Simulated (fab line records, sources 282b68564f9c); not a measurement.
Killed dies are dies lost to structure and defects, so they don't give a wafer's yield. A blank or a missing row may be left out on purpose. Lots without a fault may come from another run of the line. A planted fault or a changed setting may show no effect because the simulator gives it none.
Which tool did it? | flow rit_cmos | 14 lots, 42 wafers sampled, at 2 steps of a route of 202

WHAT THE GAUGES READ, wafer by wafer
The record holds no reading of a measuring or inspecting step that can be judged against a usual standard deviation.

WHICH TOOL RAN EACH LOT (tool, then ch and the chambers of the sampled wafers, then the start)
lot  | RIT_NWELL_DEVELOP_05             | RIT_M1_PROBE_99
L338 | litho_track-02 ch 0, day 2 09:00 | -
L340 | litho_track-04 ch 0, day 2 18:00 | -
L341 | litho_track-02 ch 0, day 2 22:00 | prober-02, day 4 13:28
L342 | litho_track-01 ch 0, day 2 23:00 | prober-01, day 4 18:48
L344 | litho_track-04 ch 0, day 3 09:00 | prober-01, day 5 02:46
L345 | litho_track-02 ch 0, day 3 14:00 | -
L347 | litho_track-04 ch 0, day 4 03:00 | -
L348 | litho_track-02 ch 0, day 4 06:00 | -
L349 | litho_track-02 ch 0, day 4 09:00 | -
L350 | litho_track-04 ch 0, day 4 16:00 | -
L351 | litho_track-02 ch 0, day 4 20:00 | -
L352 | litho_track-02 ch 0, day 5 02:00 | -
L355 | litho_track-04 ch 0, day 5 15:00 | prober-02, day 7 09:13
L360 | litho_track-04 ch 0, day 6 16:00 | -
- RIT_NWELL_DEVELOP_05: develop time 68 s.
- RIT_M1_PROBE_99

WHAT THE TOOLS THEMSELVES READ (means of the sampled wafers that have a number; where no wafer has one, the mark that the record gives instead)
RIT_NWELL_DEVELOP_05.
lot  | tool           | developer_temp_C (C)
L338 | litho_track-02 | 22.99
L340 | litho_track-04 | 23.00
L341 | litho_track-02 | 22.99
L342 | litho_track-01 | 22.93
L344 | litho_track-04 | 23.08
L345 | litho_track-02 | 23.03
L347 | litho_track-04 | 22.92
L348 | litho_track-02 | 22.96
L349 | litho_track-02 | 22.96
L350 | litho_track-04 | 23.08
L351 | litho_track-02 | 23.91
L352 | litho_track-02 | 23.85
L355 | litho_track-04 | 22.99
L360 | litho_track-04 | 23.15

RIT_M1_PROBE_99.
lot  | tool      | killed_at_contacts | killed_at_front_end | killed_dies | killed_open | killed_short
L341 | prober-02 | 0.0                | 3                   | 3           | 2.7         | 0.7
L342 | prober-01 | 0.0                | 6                   | 6           | 3.7         | 2.7
L344 | prober-01 | 0.0                | 9                   | 9           | 4.3         | 4.3
L355 | prober-02 | 0.0                | 6                   | 6           | 2.7         | 3.3

THE ANSWER, worked out from the rows above alone
Rule: what is usual is taken from the lots themselves. Put in order of their means at a reading, lots are off if they are a third of the lots or fewer, leave a main group of 4 or more, and stand apart from it by a gap of 3 or more times the standard deviation of the main group's means; of several such gaps the widest counts. A main group whose means are all the same, to the digits that the tables above print for the reading, isn't used. A lot without any number at a reading at which 4 lots or more have one is off too. The other lots that the step has rows for count as sound. The gauges are gone through in route order, then the tools' own readings, and for those a lot's mean is taken as printed above. The first step at which some lot is off is used, and at that step the reading that is off furthest; a lot without a number counts as furthest.
Off: L351, L352, at RIT_NWELL_DEVELOP_05 (developer_temp_C). The main group: mean 23.01 C, standard deviation 0.065.
A tool fits if, at that step or a process step before it, it ran every lot that is off, and no sound lot after the first of them. One fits: litho_track-02 at RIT_NWELL_DEVELOP_05. Its last sound lot is L349 (day 4 09:00), its first lot that is off L351 (day 4 20:00): a fault that began between those two fits.
The tool's own readings at RIT_NWELL_DEVELOP_05 bear it out: on the lots that are off they differ by more than 5 times the standard deviation of the sound lots' means. developer_temp_C reads 23.88 C there against 23.01 C on the sound lots.

WHAT THE SIMULATOR HAD PUT IN
Process parameter drift: litho_track-02, from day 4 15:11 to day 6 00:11, at RIT_NWELL_DEVELOP_05. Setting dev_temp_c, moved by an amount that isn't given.
Lots struck among those shown: L351, L352. The rule above found the same.
